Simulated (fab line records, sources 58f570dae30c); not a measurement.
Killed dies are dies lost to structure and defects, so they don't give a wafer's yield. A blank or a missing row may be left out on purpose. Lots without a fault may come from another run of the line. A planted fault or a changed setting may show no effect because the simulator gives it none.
A struck lot beside a sound one | flow berkeley_cmos170 | 14 steps out of a route of 331
Sound: wafers L505.2, L505.3, L505.5. Struck: wafers L508.1, L508.3, L508.5. The cause comes at the end.
At each step with rows: each side's tool, then ch and its chambers, then its first start. Under that, the readings that differ: sound wafers | struck wafers | difference of the means | sigmas: that difference in standard deviations of wafers without a fault.
alike: readings whose means differ by less than 2 such deviations, and words and numbers that are the same on both sides. not compared: withheld readings, readings that some wafer has no value for, bounds like >300 that may hide the same value, and numbers for which the record gives no deviation and whose values overlap.
The two part at a step that has a row with sigmas, a row that says differs or no value, or rows on one side only. Numbers that don't overlap but have no deviation are shown without sigmas and don't part them. A reading that every wafer of one side lacks parts them only if that side has two wafers or more.

first, 2 steps without rows for these wafers: UCB170_SACOX_CLEAN_00 (cleans in dHF, time 7.5 s); UCB170_SACOX_OXIDATION_01 (target thk 14.4 nm, ox time 2400 s).
UCB170_SACOX_THK_MEAS_02:
  sound on film_metro-03, day 5 14:30; struck on film_metro-02, day 7 03:16
  alike: SACOX_OXIDE_THK
then, 2 steps without rows for these wafers: UCB170_SCREENOX_WET_ETCH_00 (etches SiO2 in dHF, time 200 s); UCB170_SCREENOX_OXIDATION_01 (target thk 14.4 nm, ox time 2400 s).
UCB170_SCREENOX_THK_MEAS_02:
  sound on film_metro-03, day 6 00:04; struck on film_metro-04, day 7 06:11
  alike: SCREENOX_OXIDE_THK
then, 6 steps without rows for these wafers: UCB170_SCREENOX_ANNEAL_03 (time 900 s); UCB170_NVT_HMDS_00 (prime time 60 s); UCB170_NVT_COAT_01 (resist thk 900 nm); UCB170_NVT_SOFTBAKE_02 (time 60 s); UCB170_NVT_EXPOSE_03 (exposes mask PWELL, target cd 3000 nm); UCB170_NVT_PEB_04.
UCB170_NVT_DEVELOP_05: develop time 45 s.
  sound on litho_track-02 ch 0, day 6 09:00; struck on litho_track-01, day 7 09:00
  no value came back on the struck wafers for chill_plate_temp_C (C), develop_time_s (s); on the sound wafers chill_plate_temp_C (C) reads 22.93 22.98 22.92
  reading                              | sound             | struck          | difference | sigmas
  model.KrF_of_NVT_COAT_01.thk_nm (nm) | 886.1 887.1 887.8 | 903.3 896.8 900 | +13.0      |
UCB170_NVT_OVL_MEAS_06:
  sound on overlay-02, day 6 09:38; struck on overlay-01, day 7 09:17
  reading      | sound  | struck | difference                    | sigmas
  NVT_OVL (nm) | 6 4 10 | - - -  | no value on the struck wafers |

WHERE THEY PART
First at UCB170_NVT_DEVELOP_05; last, within this record, at UCB170_NVT_OVL_MEAS_06.

WHY: what the simulator had put in
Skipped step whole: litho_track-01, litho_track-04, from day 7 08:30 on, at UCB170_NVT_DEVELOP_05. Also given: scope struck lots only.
